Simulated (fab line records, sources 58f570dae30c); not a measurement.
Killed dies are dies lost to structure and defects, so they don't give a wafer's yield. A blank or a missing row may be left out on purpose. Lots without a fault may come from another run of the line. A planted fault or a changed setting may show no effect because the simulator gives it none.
Which tool did it? | flow berkeley_cmos170 | 8 lots, 24 wafers sampled, at 3 steps of a route of 331

WHAT THE GAUGES READ, wafer by wafer
UCB170_M3_CD_MEAS_15: target cd 700 nm.
lot  | measured     | on        | cd_nm (nm)
L780 | day 9 01:40  | cd_sem-02 | 696.8 697.4 697.4
L782 | day 9 08:59  | cd_sem-02 | 700.1 699.5 699.6
L785 | day 10 00:44 | cd_sem-02 | 701.9 700.8 700.4
L787 | day 10 07:25 | cd_sem-01 | 699.3 699.2 699.2
L788 | day 10 10:35 | cd_sem-02 | 701.3 702.8 702.1
L790 | day 11 04:23 | cd_sem-02 | 702.7 701.3 702.2
L797 | day 12 00:57 | cd_sem-01 | 702.3 700.8 701.6
L799 | day 12 23:07 | cd_sem-01 | 702.0 701.0 701.7

WHICH TOOL RAN EACH LOT (tool, then ch and the chambers of the sampled wafers, then the start)
lot  | UCB170_V2_CMP_02              | UCB170_V2_STRIP_15
L780 | cmp-02 ch 0,1,2, day 8 17:57  | plasma_asher-02 ch 0,1, day 8 22:07
L782 | cmp-01 ch 2,3, day 9 04:21    | plasma_asher-01 ch 0,1, day 9 06:17
L785 | cmp-02 ch 0,2,3, day 9 18:17  | plasma_asher-04 ch 0,1, day 9 20:15
L787 | cmp-02 ch 0,1, day 10 00:43   | plasma_asher-04 ch 0,1, day 10 05:16
L788 | cmp-02 ch 2,3, day 10 06:10   | plasma_asher-04 ch 0, day 10 08:12
L790 | cmp-01 ch 0,3, day 10 23:53   | plasma_asher-04 ch 0, day 11 02:02
L797 | cmp-01 ch 0,1,3, day 11 20:20 | plasma_asher-01 ch 0,1, day 11 22:22
L799 | cmp-02 ch 0,1,2, day 12 17:31 | plasma_asher-02 ch 0,1, day 12 20:56
- UCB170_V2_CMP_02: polishes SiO2.
- UCB170_V2_STRIP_15: strips in O2.

THE ANSWER, worked out from the rows above alone
Rule: what is usual is taken from the lots themselves. Put in order of their means at a reading, lots are off if they are a third of the lots or fewer, leave a main group of 4 or more, and stand apart from it by a gap of 3 or more times the standard deviation of the main group's means; of several such gaps the widest counts. A main group whose means are all the same, to the digits that the tables above print for the reading, isn't used. A lot without any number at a reading at which 4 lots or more have one is off too. The other lots that the step has rows for count as sound.
No lot is off at any reading shown: from this, nothing can be told.

WHAT THE SIMULATOR HAD PUT IN
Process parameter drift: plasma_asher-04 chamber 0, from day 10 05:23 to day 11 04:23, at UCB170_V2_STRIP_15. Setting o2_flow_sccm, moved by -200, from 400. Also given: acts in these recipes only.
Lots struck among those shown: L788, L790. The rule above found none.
